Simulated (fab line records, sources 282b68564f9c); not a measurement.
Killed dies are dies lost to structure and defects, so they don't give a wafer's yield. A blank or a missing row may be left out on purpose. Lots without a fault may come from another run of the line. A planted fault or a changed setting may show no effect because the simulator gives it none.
Which tool did it? | flow rit_cmos | 14 lots, 42 wafers sampled, at 5 steps of a route of 202

WHAT THE GAUGES READ, wafer by wafer
RIT_FOX2_THK_MEAS_90. Usual: FIELD_OXIDE_LEFT_1_THK 325 nm, standard deviation 6.3.
lot  | measured    | on            | FIELD_OXIDE_LEFT_1_THK (nm) | flag
L892 | day 1 21:09 | film_metro-02 | 331 331 331                 |
L894 | day 2 06:21 | film_metro-01 | 321 331 328                 |
L895 | day 2 11:47 | film_metro-01 | 317 316 316                 |
L897 | day 2 21:04 | film_metro-01 | 319 321 325                 |
L898 | day 3 01:30 | film_metro-01 | 328 329 325                 |
L899 | day 3 07:06 | film_metro-02 | 329 324 330                 |
L900 | day 3 11:34 | film_metro-01 | 325 325 330                 |
L901 | day 3 17:16 | film_metro-01 | 320 313 313                 |
L902 | day 3 21:19 | film_metro-01 | 326 322 318                 |
L904 | day 4 07:22 | film_metro-01 | 326 326 325                 |
L905 | day 4 12:22 | film_metro-02 | 324 319 322                 |
L910 | day 5 13:55 | film_metro-02 | 328 328 330                 |
L912 | day 5 23:24 | film_metro-01 | 319 321 319                 |
L913 | day 6 04:25 | film_metro-03 | 332 329 332                 |

RIT_NWELL_TW_MEAS_10. Usual: NWELL_TW 2139, standard deviation 14.
lot  | measured    | on            | NWELL_TW       | flag
L892 | day 1 22:50 | film_metro-01 | 2126 2117 2124 |
L894 | day 2 08:02 | film_metro-04 | 2156 2163 2152 |
L895 | day 2 13:20 | film_metro-03 | 2159 2135 2139 |
L897 | day 2 22:45 | film_metro-03 | 2147 2141 2143 |
L898 | day 3 03:09 | film_metro-01 | 2113 2138 2122 |
L899 | day 3 08:39 | film_metro-01 | 2113 2125 2124 |
L900 | day 3 13:07 | film_metro-03 | 2138 2146 2141 |
L901 | day 3 19:01 | film_metro-04 | 2148 2152 2144 |
L902 | day 3 22:59 | film_metro-03 | 2159 2149 2149 |
L904 | day 4 09:04 | film_metro-03 | 2156 2149 2151 |
L905 | day 4 14:04 | film_metro-03 | 2163 2139 2131 |
L910 | day 5 15:40 | film_metro-04 | 2149 2144 2150 |
L912 | day 6 00:57 | film_metro-04 | 2151 2146 2149 |
L913 | day 6 05:58 | film_metro-03 | 2155 2140 2143 |

RIT_CONTACT_CD_MEAS_08: target cd 1000 nm. Usual: cd_nm 999.9 nm, standard deviation 2.7.
lot  | measured    | on        | cd_nm (nm)           | flag
L892 | day 3 05:04 | cd_sem-01 | 1003.4 1004.4 1005.2 |
L894 | day 3 16:43 | cd_sem-02 | 1002.1 1001.8 1002.6 |
L895 | day 3 20:30 | cd_sem-01 | 1006.3 1005.9 1005.7 |
L897 | day 4 05:22 | cd_sem-02 | 993.7 996.2 994.8    |
L898 | day 4 09:40 | cd_sem-01 | 998.6 1000.4 999.5   |
L899 | day 4 15:53 | cd_sem-01 | 997.4 998.3 995.0    |
L900 | day 4 20:31 | cd_sem-01 | 996.9 997.8 996.4    |
L901 | day 5 01:56 | cd_sem-02 | 1001.1 997.5 1001.3  |
L902 | day 5 05:45 | cd_sem-02 | 1001.2 1003.1 1004.0 |
L904 | day 5 15:04 | cd_sem-01 | 1000.0 998.4 999.4   |
L905 | day 5 21:22 | cd_sem-02 | 998.1 997.9 995.6    |
L910 | day 6 21:51 | cd_sem-01 | 986.2 985.3 989.2    | OFF
L912 | day 7 07:19 | cd_sem-01 | 999.7 999.3 1000.3   |
L913 | day 7 13:12 | cd_sem-01 | 988.4 989.7 989.2    | OFF

WHICH TOOL RAN EACH LOT (tool, then ch and the chambers of the sampled wafers, then the start)
lot  | RIT_ACTIVE_STRIP_14                 | RIT_CONTACT_EXPOSE_05
L892 | plasma_asher-02 ch 0,1, day 1 14:55 | iline_stepper-02 ch 0, day 3 04:33
L894 | plasma_asher-02 ch 0,1, day 2 00:53 | iline_stepper-01 ch 0, day 3 16:11
L895 | plasma_asher-03 ch 1, day 2 05:50   | iline_stepper-02 ch 0, day 3 19:59
L897 | plasma_asher-02 ch 0,1, day 2 16:33 | iline_stepper-02 ch 0, day 4 04:43
L898 | plasma_asher-02 ch 0,1, day 2 20:58 | iline_stepper-02 ch 0, day 4 09:06
L899 | plasma_asher-02 ch 0,1, day 3 02:01 | iline_stepper-01 ch 0, day 4 15:22
L900 | plasma_asher-02 ch 0,1, day 3 06:58 | iline_stepper-02 ch 0, day 4 20:00
L901 | plasma_asher-01 ch 0,1, day 3 11:50 | iline_stepper-01 ch 0, day 5 01:25
L902 | plasma_asher-01 ch 0,1, day 3 16:58 | iline_stepper-02 ch 0, day 5 05:14
L904 | plasma_asher-03 ch 0,1, day 4 02:50 | iline_stepper-02 ch 0, day 5 14:26
L905 | plasma_asher-02 ch 0,1, day 4 07:50 | iline_stepper-02 ch 0, day 5 20:51
L910 | plasma_asher-03 ch 0,1, day 5 09:33 | iline_stepper-01 ch 0, day 6 21:13
L912 | plasma_asher-01 ch 0,1, day 5 18:58 | iline_stepper-02 ch 0, day 7 06:47
L913 | plasma_asher-03 ch 0,1, day 5 23:58 | iline_stepper-01 ch 0, day 7 12:41
- RIT_ACTIVE_STRIP_14: strips in O2, time 180 s.
- RIT_CONTACT_EXPOSE_05: exposes mask M11, target cd 1000 nm.

WHAT THE TOOLS THEMSELVES READ (means of the sampled wafers that have a number; where no wafer has one, the mark that the record gives instead)
RIT_ACTIVE_STRIP_14. Usual: drypump_motor_current_A 5.6 A, standard deviation 0.39.
lot  | tool            | drypump_motor_current_A (A) | flag
L892 | plasma_asher-02 | 5.3                         |
L894 | plasma_asher-02 | 5.3                         |
L895 | plasma_asher-03 | 5.5                         |
L897 | plasma_asher-02 | 5.4                         |
L898 | plasma_asher-02 | 5.3                         |
L899 | plasma_asher-02 | 5.4                         |
L900 | plasma_asher-02 | 5.3                         |
L901 | plasma_asher-01 | 5.6                         |
L902 | plasma_asher-01 | 5.6                         |
L904 | plasma_asher-03 | 5.8                         |
L905 | plasma_asher-02 | 5.4                         |
L910 | plasma_asher-03 | 5.8                         |
L912 | plasma_asher-01 | 5.9                         |
L913 | plasma_asher-03 | 5.8                         |

RIT_CONTACT_EXPOSE_05. Usual: exposure_dose_mJ_cm2 250.03, standard deviation 0.25; focus_offset_nm 0.0 nm, standard deviation 0.51.
lot  | tool             | exposure_dose_mJ_cm2 | focus_offset_nm (nm) | flag
L892 | iline_stepper-02 | 250.09               | 0.6                  |
L894 | iline_stepper-01 | 250.15               | -0.1                 |
L895 | iline_stepper-02 | 250.00               | 0.2                  |
L897 | iline_stepper-02 | 250.18               | -0.1                 |
L898 | iline_stepper-02 | 250.01               | -0.3                 |
L899 | iline_stepper-01 | 250.26               | -0.4                 |
L900 | iline_stepper-02 | 250.02               | -0.2                 |
L901 | iline_stepper-01 | 249.95               | 0.1                  |
L902 | iline_stepper-02 | 250.09               | 0.7                  |
L904 | iline_stepper-02 | 249.96               | 0.2                  |
L905 | iline_stepper-02 | 250.06               | 0.7                  |
L910 | iline_stepper-01 | 240.66               | 0.0                  | OFF
L912 | iline_stepper-02 | 250.36               | -0.4                 |
L913 | iline_stepper-01 | 242.37               | -0.9                 | OFF

THE ANSWER, worked out from the rows above alone
Rule: a lot is off if the mean of its wafers that have a number lies more than 3 standard deviations from the usual mean. A lot without any number at a reading at which 4 lots or more have one is off too. The other lots that the step has rows for count as sound. The gauges are gone through in route order, then the tools' own readings, and for those a lot's mean is taken as printed above. The first step at which some lot is off is used, and at that step the reading that is off furthest; a lot without a number counts as furthest.
Off: L910, L913, at RIT_CONTACT_CD_MEAS_08 (cd_nm).
A tool fits if, at a process step before that reading, it ran every lot that is off, and no sound lot after the first of them. The gauges at RIT_CONTACT_CD_MEAS_08 aren't tried: what is off there is off at RIT_CONTACT_EXPOSE_05 too, on other tools, and a gauge's error can't cause that. Can't be told from this: 2 tools fit, plasma_asher-03 at RIT_ACTIVE_STRIP_14, iline_stepper-01 at RIT_CONTACT_EXPOSE_05.

WHAT THE SIMULATOR HAD PUT IN
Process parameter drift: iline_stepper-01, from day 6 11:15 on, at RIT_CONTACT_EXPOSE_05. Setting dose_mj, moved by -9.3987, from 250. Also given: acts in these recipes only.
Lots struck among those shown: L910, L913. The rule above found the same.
